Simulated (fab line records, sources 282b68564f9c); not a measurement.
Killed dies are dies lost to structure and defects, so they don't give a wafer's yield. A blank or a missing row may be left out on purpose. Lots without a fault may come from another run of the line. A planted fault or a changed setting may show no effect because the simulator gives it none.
Which tool did it? | flow rit_cmos | 14 lots, 42 wafers sampled, at 2 steps of a route of 202

WHAT THE GAUGES READ, wafer by wafer
RIT_NRETRO_OVL_MEAS_06.
lot  | measured    | on         | NRETRO_OVL (nm)
L475 | day 2 07:34 | overlay-02 | 0.3 0.3 0.6
L476 | day 2 13:31 | overlay-02 | 0.5 0.1 -1.5
L477 | day 2 20:44 | overlay-01 | 1.8 1.9 0.6
L479 | day 3 09:46 | overlay-02 | -0.4 -1.5 -1.0
L480 | day 3 10:23 | overlay-01 | 2.1 0.7 4.4
L482 | day 3 17:51 | overlay-01 | -0.6 -1.7 -1.4
L483 | day 3 22:43 | overlay-02 | -1.1 -0.7 1.8
L484 | day 4 04:32 | overlay-01 | 0.1 -0.1 0.0
L485 | day 4 08:05 | overlay-02 | 2.1 -2.0 -2.1
L486 | day 4 12:23 | overlay-01 | 1.6 1.7 -0.2
L487 | day 4 18:13 | overlay-02 | 4.2 4.0 1.9
L493 | day 6 00:36 | overlay-01 | -5.6 -5.5 -4.7
L496 | day 6 13:48 | overlay-02 | -5.0 -2.9 -4.0
L498 | day 6 23:59 | overlay-01 | 0.9 1.4 -0.3

WHICH TOOL RAN EACH LOT (tool, then ch and the chambers of the sampled wafers, then the start)
lot  | RIT_NRETRO_EXPOSE_03
L475 | iline_stepper-02 ch 0, day 2 07:08
L476 | iline_stepper-01 ch 0, day 2 13:06
L477 | iline_stepper-02 ch 0, day 2 20:18
L479 | iline_stepper-02 ch 0, day 3 09:20
L480 | iline_stepper-01 ch 0, day 3 09:44
L482 | iline_stepper-01 ch 0, day 3 17:25
L483 | iline_stepper-02 ch 0, day 3 22:17
L484 | iline_stepper-02 ch 0, day 4 04:06
L485 | iline_stepper-02 ch 0, day 4 07:41
L486 | iline_stepper-01 ch 0, day 4 11:58
L487 | iline_stepper-01 ch 0, day 4 17:47
L493 | iline_stepper-02 ch 0, day 6 00:10
L496 | iline_stepper-02 ch 0, day 6 13:22
L498 | iline_stepper-01 ch 0, day 6 23:33
- RIT_NRETRO_EXPOSE_03: exposes mask M4, target cd 43900 nm.

WHAT THE TOOLS THEMSELVES READ (means of the sampled wafers that have a number; where no wafer has one, the mark that the record gives instead)
The record holds no such reading with a usual standard deviation.

THE ANSWER, worked out from the rows above alone
Rule: what is usual is taken from the lots themselves. Put in order of their means at a reading, lots are off if they are a third of the lots or fewer, leave a main group of 4 or more, and stand apart from it by a gap of 3 or more times the standard deviation of the main group's means; of several such gaps the widest counts. A main group whose means are all the same, to the digits that the tables above print for the reading, isn't used. A lot without any number at a reading at which 4 lots or more have one is off too. The other lots that the step has rows for count as sound. The gauges are gone through in route order, then the tools' own readings, and for those a lot's mean is taken as printed above. The first step at which some lot is off is used, and at that step the reading that is off furthest; a lot without a number counts as furthest.
No lot is off at any reading shown: from this, nothing can be told.

WHAT THE SIMULATOR HAD PUT IN
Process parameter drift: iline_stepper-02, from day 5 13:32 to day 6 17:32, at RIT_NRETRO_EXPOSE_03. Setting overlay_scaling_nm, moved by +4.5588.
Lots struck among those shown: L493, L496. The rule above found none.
